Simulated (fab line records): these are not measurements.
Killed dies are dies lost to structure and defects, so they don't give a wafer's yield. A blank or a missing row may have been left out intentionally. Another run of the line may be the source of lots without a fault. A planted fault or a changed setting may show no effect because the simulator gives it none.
Chamber matching :: flow berkeley-cmos170 :: UCB170_SPACER_CVD_00 on pecvd-03: 3 sister chambers
The step deposits SiO2 from TEOS/O2, target thk 376 nm, time 47 s. 6 wafers are shown with their chamber, then 7 later ones without.

== WAFERS WITH THEIR CHAMBER ==
wafer: L828.1
chamber: 1
rf-fwd-power-W (W): 539.4
heater-power-w (W): 269

wafer: L833.4
chamber: 1
rf-fwd-power-W (W): 540.8
heater-power-w (W): 287

wafer: L838.5
chamber: 2
rf-fwd-power-W (W): 544.6
heater-power-w (W): 248

wafer: L838.6
chamber: 0
rf-fwd-power-W (W): 540.6
heater-power-w (W): 258

wafer: L839.2
chamber: 0
rf-fwd-power-W (W): 543.8
heater-power-w (W): 262

wafer: L839.3
chamber: 2
rf-fwd-power-W (W): 548.2
heater-power-w (W): 304

== WAFERS WHOSE CHAMBER IS MISSING ==
wafer: L839.5
rf-fwd-power-W (W): 548.2
heater-power-w (W): 310

wafer: L845.1
rf-fwd-power-W (W): 543.1
heater-power-w (W): 337

wafer: L845.4
rf-fwd-power-W (W): 541.8
heater-power-w (W): 285

wafer: L845.6
rf-fwd-power-W (W): 544.5
heater-power-w (W): 241

wafer: L847.2
rf-fwd-power-W (W): 545.7
heater-power-w (W): 301

wafer: L847.4
rf-fwd-power-W (W): 545.6
heater-power-w (W): 318

wafer: L847.5
rf-fwd-power-W (W): 545.7
heater-power-w (W): 313

== CHAMBER TAKEN BY EACH ==
wafer: L839.5
from the rows above: can't be placed: 2 or 0
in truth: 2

wafer: L845.1
from the rows above: can't be placed: 1 or 2 or 0
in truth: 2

wafer: L845.4
from the rows above: can't be placed: 1 or 0 or 2
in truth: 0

wafer: L845.6
from the rows above: can't be placed: 0 or 2 or 1
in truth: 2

wafer: L847.2
from the rows above: can't be placed: 2 or 0 or 1
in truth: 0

wafer: L847.4
from the rows above: can't be placed: 2 or 0 or 1
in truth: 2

wafer: L847.5
from the rows above: can't be placed: 2 or 0 or 1
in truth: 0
Placed correctly: 0 of 7. These rows do not allow placing 7 (true chamber among the candidates in 7). Placed wrongly: 0.
How it was worked out, from the rows above alone: a wafer's distance from a chamber is the root of the sum, over the readings, of the square of ((its reading less the chamber's mean) divided by the reading's scatter). If the next closest chamber is less than 2 further off than the closest, the wafer can't be placed; otherwise it belongs to the closest. Each chamber's mean is taken over the wafers shown for it. The scatter: the root of (the sum of the squares of (reading less its chamber's mean) over the shown wafers, divided by (wafers less chambers)).
